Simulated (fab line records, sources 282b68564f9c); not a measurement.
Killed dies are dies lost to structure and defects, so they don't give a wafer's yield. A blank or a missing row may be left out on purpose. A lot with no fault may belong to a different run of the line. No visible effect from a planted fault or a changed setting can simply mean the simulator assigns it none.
Chamber matching	flow rit_cmos	RIT_GATE_ETCH_19 on rie_si-01: 4 sister chambers
The step etches poly-Si in SF6/CHF3/O2, stops on SiO2, time 165 s, target depth 312.5 nm. 14 wafers are shown with their chamber, then 7 later ones without.

## WAFERS PAIRED WITH THEIR CHAMBERS
wafer	chamber	throttle_valve_pct (%)	oes_product_au (a.u.)	SF6_flow_sccm (sccm)
L179.2	2	10.31	0.839	29.93
L179.4	3	10.21	0.833	29.90
L179.6	1	10.49	0.847	30.05
L183.3	3	10.21	0.831	29.99
L183.4	0	10.18	0.836	29.85
L183.5	3	10.21	0.841	30.10
L185.2	3	10.21	0.834	30.03
L185.3	2	10.32	0.848	30.15
L185.6	1	10.50	0.857	30.03
L187.3	3	10.22	0.832	29.91
L187.5	3	10.20	0.827	29.98
L187.6	0	10.17	0.847	30.08
L189.3	0	10.18	0.840	29.86
L189.4	2	10.32	0.834	29.99

SIGNATURES, as means of the wafers listed above
reading	chamber 0	chamber 1	chamber 2	chamber 3	scatter within a chamber
throttle_valve_pct	10.1767	10.4950	10.3167	10.2100	0.00619
oes_product_au	0.84100	0.85200	0.84033	0.83300	0.00565
SF6_flow_sccm	29.9300	30.0400	30.0233	29.9850	0.0938
Rule: for each reading, subtract the chamber's mean from the wafer's reading, divide by that reading's scatter and square the result; add these up over the readings and take the root, which gives the wafer's distance from the chamber. The wafer belongs to the nearest chamber; if the next one is less than 2 further off, it can't be placed. The scatter: the root of (the sum of the squares of (reading less its chamber's mean) over the shown wafers, divided by (wafers less chambers)).

## WAFERS WHOSE CHAMBER IS MISSING
wafer	throttle_valve_pct (%)	oes_product_au (a.u.)	SF6_flow_sccm (sccm)
L189.5	10.17	0.836	29.80
L193.2	10.23	0.843	29.99
L193.4	10.17	0.856	29.84
L193.5	10.51	0.848	30.11
L201.1	10.48	0.839	29.94
L201.3	10.22	0.829	29.96
L201.5	10.32	0.840	30.21

## EACH ONE'S CHAMBER
wafer	from the rows above	in truth
L189.5	0	0
L193.2	3	3
L193.4	0	0
L193.5	1	1
L201.1	1	1
L201.3	3	3
L201.5	2	2
7 of 7 placed correctly. Can't be placed from these rows: 0. Number placed wrongly: 0.
